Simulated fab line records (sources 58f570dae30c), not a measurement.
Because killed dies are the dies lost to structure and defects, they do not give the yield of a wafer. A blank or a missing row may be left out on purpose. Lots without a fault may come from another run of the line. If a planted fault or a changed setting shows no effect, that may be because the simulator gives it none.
Which tool is to blame? | flow berkeley-cmos170 | Sampling: 14 lots, 42 wafers, 3 of 331 route steps

## WHAT THE GAUGES READ, wafer by wafer
Not one reading of a measure or inspect step in the record can be checked against a usual standard deviation.

## TOOL THAT RAN EACH LOT (tool first, then ch and the chambers of the sampled wafers, then the start)
lot  | UCB170_ZERO_DEVELOP_05           | UCB170_ZERO_ETCH_06               | UCB170_ZERO_STRIP_07
L863 | litho-track-03 ch 0, day 1 18:00 | rie-diel-03 ch 0,2,3, day 1 18:21 | plasma-asher-01 ch 0,1, day 1 18:25
L867 | litho-track-03 ch 0, day 2 14:00 | rie-diel-02 ch 0,1,2, day 2 14:10 | plasma-asher-04 ch 0,1, day 2 14:11
L869 | litho-track-04 ch 0, day 3 00:00 | rie-diel-03 ch 0,1,3, day 3 00:18 | plasma-asher-03 ch 0,1, day 3 00:19
L870 | litho-track-04 ch 0, day 3 05:00 | rie-diel-02 ch 1,2,3, day 3 05:11 | plasma-asher-04 ch 0, day 3 05:13
L872 | litho-track-04 ch 0, day 3 13:00 | rie-diel-02 ch 0,3, day 3 13:34   | plasma-asher-04 ch 0,1, day 3 13:35
L873 | litho-track-03, day 3 20:00      | rie-diel-03 ch 0,2,3, day 3 20:35 | plasma-asher-03 ch 0,1, day 3 20:38
L874 | litho-track-02, day 4 03:00      | rie-diel-04 ch 1,2,3, day 4 03:52 | plasma-asher-01 ch 0,1, day 4 03:53
L876 | litho-track-03 ch 0, day 4 13:00 | rie-diel-04 ch 0,2, day 4 13:58   | plasma-asher-03 ch 0,1, day 4 14:02
L879 | litho-track-02 ch 0, day 5 04:00 | rie-diel-02 ch 0,2,3, day 5 04:22 | plasma-asher-03 ch 0,1, day 5 04:23
L880 | litho-track-03 ch 0, day 5 07:00 | rie-diel-02 ch 1,2,3, day 5 07:43 | plasma-asher-01 ch 0,1, day 5 07:44
L882 | litho-track-03 ch 0, day 5 18:00 | rie-diel-04 ch 1,2,3, day 5 18:31 | plasma-asher-04 ch 0,1, day 5 18:32
L883 | litho-track-02 ch 0, day 5 22:00 | rie-diel-04 ch 0,1,2, day 5 22:46 | plasma-asher-03 ch 0,1, day 5 22:47
L885 | litho-track-03 ch 0, day 6 08:00 | rie-diel-02 ch 1,2, day 6 09:01   | plasma-asher-01 ch 0,1, day 6 09:04
L886 | litho-track-04 ch 0, day 6 12:00 | rie-diel-03 ch 0,1,3, day 6 13:00 | plasma-asher-03 ch 0,1, day 6 13:04
- UCB170_ZERO_DEVELOP_05: develop time 45 s.
- UCB170_ZERO_ETCH_06: etches SiO2 in CHF3/CF4/Ar, time 12 s.
- UCB170_ZERO_STRIP_07: strips in O2.

## AS READ BY THE TOOLS THEMSELVES (means over the sampled wafers that have a number; for cases with no such wafer, the mark the record gives instead)
UCB170_ZERO_DEVELOP_05.
lot  | tool           | chill-plate-temp-C (C)
L863 | litho-track-03 | 23.06
L867 | litho-track-03 | 23.08
L869 | litho-track-04 | 23.08
L870 | litho-track-04 | 22.90
L872 | litho-track-04 | 23.04
L873 | litho-track-03 | -
L874 | litho-track-02 | -
L876 | litho-track-03 | 23.04
L879 | litho-track-02 | 22.93
L880 | litho-track-03 | 23.00
L882 | litho-track-03 | 23.00
L883 | litho-track-02 | 22.94
L885 | litho-track-03 | 23.08
L886 | litho-track-04 | 23.00

UCB170_ZERO_ETCH_06.
lot  | tool        | chamber-pressure-mTorr (mTorr) | drypump-motor-current-A (A) | oes-product-au (a.u.) | throttle-valve-pct (%)
L863 | rie-diel-03 | 99.99                          | 5.5                         | 0.605                 | 9.09
L867 | rie-diel-02 | 99.98                          | 6.2                         | 0.613                 | 9.16
L869 | rie-diel-03 | 100.00                         | 5.2                         | 0.611                 | 9.11
L870 | rie-diel-02 | 99.99                          | 5.8                         | 0.605                 | 9.16
L872 | rie-diel-02 | 100.03                         | 5.9                         | 0.605                 | 9.13
L873 | rie-diel-03 | 99.90                          | 5.5                         | 0.369                 | 9.08
L874 | rie-diel-04 | 100.03                         | 6.1                         | 0.372                 | 9.11
L876 | rie-diel-04 | 99.98                          | 6.1                         | 0.625                 | 9.17
L879 | rie-diel-02 | 99.96                          | 5.8                         | 0.610                 | 9.18
L880 | rie-diel-02 | 99.98                          | 5.9                         | 0.605                 | 9.16
L882 | rie-diel-04 | 100.08                         | 6.1                         | 0.619                 | 9.14
L883 | rie-diel-04 | 100.00                         | 6.2                         | 0.623                 | 9.11
L885 | rie-diel-02 | 100.05                         | 5.8                         | 0.605                 | 9.23
L886 | rie-diel-03 | 100.03                         | 5.1                         | 0.614                 | 9.11

UCB170_ZERO_STRIP_07.
lot  | tool            | chamber-pressure-mTorr (mTorr) | drypump-motor-current-A (A) | oes-product-au (a.u.) | strip-time-to-endpoint-s (s)
L863 | plasma-asher-01 | 3499                           | 4.9                         | 0.729                 | 21.34
L867 | plasma-asher-04 | 3500                           | 5.4                         | 0.725                 | 21.58
L869 | plasma-asher-03 | 3498                           | 6.0                         | 0.731                 | 21.50
L870 | plasma-asher-04 | 3499                           | 5.0                         | 0.729                 | 21.43
L872 | plasma-asher-04 | 3499                           | 5.9                         | 0.728                 | 21.44
L873 | plasma-asher-03 | 3499                           | 6.0                         | 0.730                 | 21.92
L874 | plasma-asher-01 | 3501                           | 5.0                         | 0.726                 | 21.82
L876 | plasma-asher-03 | 3502                           | 6.0                         | 0.726                 | 21.46
L879 | plasma-asher-03 | 3502                           | 6.0                         | 0.724                 | 21.47
L880 | plasma-asher-01 | 3498                           | 5.0                         | 0.725                 | 21.44
L882 | plasma-asher-04 | 3503                           | 5.9                         | 0.731                 | 21.60
L883 | plasma-asher-03 | 3502                           | 6.0                         | 0.723                 | 21.49
L885 | plasma-asher-01 | 3501                           | 5.0                         | 0.728                 | 21.48
L886 | plasma-asher-03 | 3503                           | 6.0                         | 0.728                 | 21.45

## THE ANSWER, worked out from the rows above alone
Rule: the usual values come from the lots themselves. The widest of any qualifying gaps counts: lots, ordered by their means at a reading, are off when they make up no more than a third of the lots, leave a main group of 4 or more, and stand apart from it by 3 or more times the standard deviation of that group's means. The tables above print the reading to a certain number of digits; a main group whose means all agree to those digits is not used. A lot without any number at a reading at which 4 lots or more have one is off too. The other lots that the step has rows for count as sound. First the gauges in route order, then the tools' own readings, where a lot's mean is used as printed above. At the first step where some lot is off, the reading lying furthest off is the one used; lots without a number count as furthest.
Off: L873, L874 (UCB170_ZERO_DEVELOP_05, chill-plate-temp-C). Without a number there: L873, L874. The main group: mean 23.01 C, standard deviation 0.06.
If a tool, at that step or one of the process steps before it, ran each lot that is off and ran no sound lot following the first of them, it fits. No candidate that was tried fits.

## WHAT WAS PUT IN BY THE SIMULATOR
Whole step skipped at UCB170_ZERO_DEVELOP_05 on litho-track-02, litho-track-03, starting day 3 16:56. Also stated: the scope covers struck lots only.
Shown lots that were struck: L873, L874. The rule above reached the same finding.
